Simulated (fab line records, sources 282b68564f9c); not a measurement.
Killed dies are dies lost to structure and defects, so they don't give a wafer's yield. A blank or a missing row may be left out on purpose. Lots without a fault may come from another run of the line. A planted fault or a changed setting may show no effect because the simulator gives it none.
A struck lot beside a sound one | flow rit_cmos | 43 steps out of a route of 202
Sound: wafers L690.3, L690.5, L690.6. Struck: wafers L702.1, L702.3, L702.6. The cause comes at the end.
At each step with rows: each side's tool, then ch and its chambers, then its first start. Under that, the readings that differ: sound wafers | struck wafers | difference of the means | sigmas: that difference in standard deviations of wafers without a fault.
alike: readings whose means differ by less than 2 such deviations, and words and numbers that are the same on both sides. not compared: withheld readings, readings that some wafer has no value for, bounds like >300 that may hide the same value, and numbers for which the record gives no deviation and whose values overlap.
The two part at a step that has a row with sigmas, a row that says differs or no value, or rows on one side only. Numbers that don't overlap but have no deviation are shown without sigmas and don't part them. A reading that every wafer of one side lacks parts them only if that side has two wafers or more.

first, 4 steps without rows for these wafers: RIT_PRETRO_SOFTBAKE_02 (time 60 s); RIT_PRETRO_EXPOSE_03 (exposes mask M5, target cd 43700 nm); RIT_PRETRO_PEB_04; RIT_PRETRO_DEVELOP_05 (develop time 68 s).
RIT_PRETRO_OVL_MEAS_06:
  sound on overlay-02, day 2 22:28; struck on overlay-01, day 5 05:46
  alike: PRETRO_OVL
then, 2 steps without rows for these wafers: RIT_PRETRO_HARDBAKE_07 (time 120 s); RIT_PRETRO_IMPLANT_08.
RIT_PRETRO_STRIP_09: strips in O2, time 180 s.
  sound on plasma_asher-04 ch 0,1, day 2 23:07; struck on plasma_asher-04 ch 1, day 5 06:12
  alike: chamber_pressure_mTorr, drypump_motor_current_A, o2_flow_sccm
  not compared: rf_hours_counter_h
RIT_PRETRO_TW_MEAS_10:
  sound on film_metro-01, day 2 23:16; struck on film_metro-01, day 5 06:22
  alike: PRETRO_TW
then, 3 steps without rows for these wafers: RIT_GATE_WET_ETCH_00 (etches SiO2 in BOE, target depth 56 nm, time 60 s); RIT_GATE_CLEAN_01 (cleans in SC1, time 600 s); RIT_GATE_CLEAN_02 (cleans in dHF, time 30.96 s).
RIT_GATE_CLEAN_03: cleans in SC2, time 600 s.
  sound on wet_bench-03 ch 2, day 2 23:32; struck on wet_bench-03 ch 0, day 5 06:39
then, 1 step without rows for these wafers: RIT_GATE_CLEAN_04 (cleans in dHF, time 60 s).
RIT_FOX2_THK_MEAS_91:
  sound on film_metro-04, day 2 23:46; struck on film_metro-04, day 5 06:51
  alike: FIELD_OXIDE_LEFT_2_THK
then, 2 steps without rows for these wafers: RIT_GATE_OXIDATION_05 (target thk 3 nm, ox time 270 s); RIT_GATE_ANNEAL_06 (time 600 s).
RIT_GATE_THK_MEAS_07:
  sound on film_metro-01, day 3 01:10; struck on film_metro-01, day 5 08:14
  alike: GATE_OXIDE_THK
then, 1 step without rows for these wafers: RIT_GATE_CVD_08 (deposits poly-Si from SiH4, target thk 250 nm, time 2220 s).
RIT_GATE_THK_MEAS_09:
  sound on film_metro-03, day 3 02:50; struck on film_metro-01, day 5 09:55
  alike: GATE_POLY_THK
then, 2 steps without rows for these wafers: RIT_GATE_HMDS_10 (prime time 60 s); RIT_GATE_COAT_11 (resist thk 850 nm).
RIT_GATE_SOFTBAKE_12: time 62 s.
  sound on litho_track-02 ch 0, day 3 03:13; struck on litho_track-03 ch 0, day 5 10:17
  alike: plate_sensor_t_centre_C, plate_sensor_t_edge_C
then, 3 steps without rows for these wafers: RIT_GATE_EXPOSE_13 (exposes mask M6, target cd 150 nm); RIT_GATE_PEB_14; RIT_GATE_DEVELOP_15 (develop time 50 s).
RIT_GATE_CD_MEAS_16: target cd 150 nm.
  sound on cd_sem-02, day 3 03:53; struck on cd_sem-02, day 5 10:52
  alike: cd_nm
RIT_GATE_OVL_MEAS_17:
  sound on overlay-02, day 3 03:59; struck on overlay-02, day 5 10:59
  alike: GATE_OVL
then, 1 step without rows for these wafers: RIT_GATE_HARDBAKE_18 (time 60 s).
RIT_GATE_ETCH_19: etches poly-Si in SF6/CHF3/O2, stops on SiO2, time 165 s, target depth 312.5 nm.
  sound on rie_si-02 ch 0,1, day 3 04:10; struck on rie_si-02 ch 1,3, day 5 11:11
  alike: chamber_pressure_mTorr, drypump_motor_current_A, oes_product_au, throttle_valve_pct
  not compared: rf_hours_counter_h
RIT_GATE_STRIP_20: strips in O2, time 180 s.
  sound on plasma_asher-03 ch 0,1, day 3 04:19; struck on plasma_asher-01 ch 0,1, day 5 11:17
  alike: chamber_pressure_mTorr, drypump_motor_current_A, o2_flow_sccm
  not compared: rf_hours_counter_h
RIT_GATE_CD_MEAS_90: target cd 150 nm.
  sound on cd_sem-01, day 3 04:29; struck on cd_sem-02, day 5 11:28
  alike: cd_nm
then, 4 steps without rows for these wafers: RIT_REOX_CLEAN_00 (cleans in SC1, time 600 s); RIT_REOX_CLEAN_01 (cleans in dHF, time 30 s); RIT_REOX_CLEAN_02 (cleans in SC2, time 588.2 s); RIT_REOX_OXIDATION_03 (target thk 25.2 nm, ox time 5580 s).
RIT_REOX_THK_MEAS_04:
  sound on film_metro-01, day 3 07:30; struck on film_metro-02, day 5 14:32
  alike: REOX_OXIDE_THK
then, 5 steps without rows for these wafers: RIT_NLDD_HMDS_00 (prime time 60 s); RIT_NLDD_COAT_01 (resist thk 1000 nm); RIT_NLDD_SOFTBAKE_02 (time 60 s); RIT_NLDD_EXPOSE_03 (exposes mask M7, target cd 40700 nm); RIT_NLDD_PEB_04.
RIT_M1_PROBE_99:
  sound on prober-01, day 4 00:57; struck on prober-02, day 6 07:49
  reading             | sound  | struck                                                                     | difference                   | sigmas
  hold                | - - -  | await_dispo/3.7h/release await_dispo/3.7h/release await_dispo/3.7h/release | no value on the sound wafers |
  killed_at_front_end | 6 4 10 | 37 45 35                                                                   | +32                          | +12
  killed_dies         | 6 4 10 | 37 45 35                                                                   | +32                          | +12
  killed_on_rim       | 3 3 3  | 7 6 7                                                                      | +4                           | +3
  alike: killed_open, killed_short

WHERE THEY PART
Only at RIT_M1_PROBE_99, within this record.

WHY: what the simulator had put in
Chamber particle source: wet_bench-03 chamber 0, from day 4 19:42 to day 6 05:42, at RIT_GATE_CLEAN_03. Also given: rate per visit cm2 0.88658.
